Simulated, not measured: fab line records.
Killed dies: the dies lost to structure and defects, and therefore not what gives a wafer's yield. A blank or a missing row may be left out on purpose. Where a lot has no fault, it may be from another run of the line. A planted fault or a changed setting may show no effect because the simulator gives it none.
Comparing a struck lot with a sound one | flow rit_cmos | 14 out of 202 route steps
Sound: wafers L675.1, L675.2, L675.6. Wafers struck: L672.2, L672.4, L672.5. The cause is named last.
For every step that has rows: the tool of each side, followed by ch and its chambers, followed by its first start. Under that, the readings that differ: sound wafers | struck wafers | difference of the means | sigmas: that difference in standard deviations of wafers without a fault.
alike: readings whose means differ by less than 2 such deviations, and words and numbers that are the same on both sides. not compared: withheld readings, readings that some wafer has no value for, bounds like >300 that may hide the same value, and numbers for which the record gives no deviation and whose values overlap.
Wherever a step has rows on one side only, a row that says differs or no value, or a row with sigmas, the two part there. When numbers do not overlap yet have no deviation, they are printed without sigmas and do not part them. A reading that every wafer of one side lacks parts them only if that side has two wafers or more.

first, 1 step without rows for these wafers: RIT_CONTACT_HARDBAKE_10 (time 60 s).
RIT_CONTACT_ETCH_11: etches SiO2 in CHF3/CF4/Ar, stops on TiSi2, target depth 480 nm, time 320 s.
  sound on rie_diel-04 ch 0,2,3, day 5 05:25; struck on rie_diel-04 ch 0,3, day 4 17:31
  alike: drypump_motor_current_A, oes_product_au, throttle_valve_pct
  not compared: rf_hours_counter_h
RIT_CONTACT_STRIP_12: strips in O2, time 180 s.
  sound on plasma_asher-02 ch 0,1, day 5 05:37; struck on plasma_asher-02 ch 0,1, day 4 17:43
  alike: drypump_motor_current_A
  not compared: rf_hours_counter_h
RIT_CONTACT_CD_MEAS_90 targets a cd of 1000 nm.
  sound on cd_sem-01 at day 5 05:47; struck on cd_sem-01 at day 4 17:55
  alike: cd_nm
then, 2 steps without rows for these wafers: RIT_CONTACT_CLEAN_13 (cleans in SC1, time 600 s); RIT_CONTACT_CLEAN_14 (cleans in SC2, time 600 s).
RIT_M1_SPUTTER_00: material Al, target thk 400 nm, time 500 s.
  sound on pvd_sputter-01 at day 5 06:17; struck on pvd_sputter-01 at day 4 18:22
  alike: throttle_valve_pct
RIT_M1_RS_MEAS_01: the measuring method here is four-point-probe.
  sound on film_metro-01 at day 5 06:35; struck on film_metro-03 at day 4 18:40
  alike: M1_AL_RS
RIT_M1_THK_MEAS_02: measures by xrf.
  sound on film_metro-01 at day 5 06:43; struck on film_metro-03 at day 4 18:47
  alike: M1_AL_THK
then, 3 steps without rows for these wafers: RIT_M1_HMDS_03 (prime time 60 s); RIT_M1_COAT_04 (resist thk 1300 nm); RIT_M1_SOFTBAKE_05 (time 60 s).
RIT_M1_EXPOSE_06: exposes mask M12, target cd 2600 nm.
  sound on iline_stepper-02 ch 0, day 5 07:20; struck on iline_stepper-01, day 4 19:18
  no value came back on the struck wafers for exposure_dose_mJ_cm2, focus_offset_nm (nm); on the sound wafers exposure_dose_mJ_cm2 reads 249.94 249.65 249.34
  alike: mask
then, 1 step without rows for these wafers: RIT_M1_PEB_07.

## WHERE THEY PART
Within this record, at RIT_M1_EXPOSE_06 only.

WHY: what had been put in by the simulator
Whole step skipped at RIT_M1_EXPOSE_06 on iline_stepper-01, starting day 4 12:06. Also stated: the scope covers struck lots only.
